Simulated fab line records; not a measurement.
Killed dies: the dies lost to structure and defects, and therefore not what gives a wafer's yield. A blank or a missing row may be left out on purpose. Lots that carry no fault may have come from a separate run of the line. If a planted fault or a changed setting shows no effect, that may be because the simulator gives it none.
Which of the tools did it? + flow berkeley cmos170 + 21 wafers from 7 lots sampled at 2 of the route's 331 steps

## WHAT THE GAUGES READ, wafer by wafer
UCB170_NLDD_TW_MEAS_11.
| lot  | measured     | on            | NLDD_TW        |
|------|--------------|---------------|----------------|
| L506 | day 8 13:07  | film metro-01 | 2221 2224 2223 |
| L510 | day 8 14:32  | film metro-01 | 2245 2243 2236 |
| L511 | day 8 23:07  | film metro-02 | 2233 2228 2239 |
| L516 | day 10 00:34 | film metro-01 | 2200 2206 2209 |
| L520 | day 11 06:53 | film metro-01 | 2389 2368 2372 |
| L524 | day 11 09:17 | film metro-02 | 2219 2222 2205 |
| L525 | day 12 08:52 | film metro-03 | 2177 2182 2199 |

## EACH LOT AND THE TOOL THAT RAN IT (in order: tool; ch and the chambers of the sampled wafers; start)
| lot  | UCB170_NLDD_IMPLANT_08          |
|------|---------------------------------|
| L506 | implanter-04 ch 0, day 8 12:44  |
| L510 | implanter-04 ch 0, day 8 14:10  |
| L511 | implanter-03 ch 0, day 8 22:44  |
| L516 | implanter-01 ch 0, day 10 00:04 |
| L520 | implanter-01 ch 0, day 11 06:29 |
| L524 | implanter-03 ch 0, day 11 08:53 |
| L525 | implanter-04 ch 0, day 12 08:29 |
- UCB170_NLDD_IMPLANT_08

## THE ANSWER, worked out from the rows above alone
Rule: the usual values come from the lots themselves. Put in order of their means at a reading, lots are off if they are a third of the lots or fewer, leave a main group of 4 or more, and stand apart from it by a gap of 3 or more times the standard deviation of the main group's means; of several such gaps the widest counts. If all means in a main group match to the digits the tables above print for the reading, that group is not used. Also off: a lot with no number at a reading for which 4 or more lots have one. Any other lot the step has rows for is counted as sound.
Off: L520, seen at UCB170_NLDD_TW_MEAS_11 (NLDD_TW). The main group has a mean of 2217 with a standard deviation of 18.
If a tool, at a process step before that reading, ran all the lots that are off and no sound lot after the first of them, it fits. Gauges at UCB170_NLDD_TW_MEAS_11: tried the same way as those tools. This does not decide it: 2 tools fit, namely implanter-01 at UCB170_NLDD_IMPLANT_08 and film metro-01 at UCB170_NLDD_TW_MEAS_11.

## WHAT HAD BEEN PUT IN BY THE SIMULATOR
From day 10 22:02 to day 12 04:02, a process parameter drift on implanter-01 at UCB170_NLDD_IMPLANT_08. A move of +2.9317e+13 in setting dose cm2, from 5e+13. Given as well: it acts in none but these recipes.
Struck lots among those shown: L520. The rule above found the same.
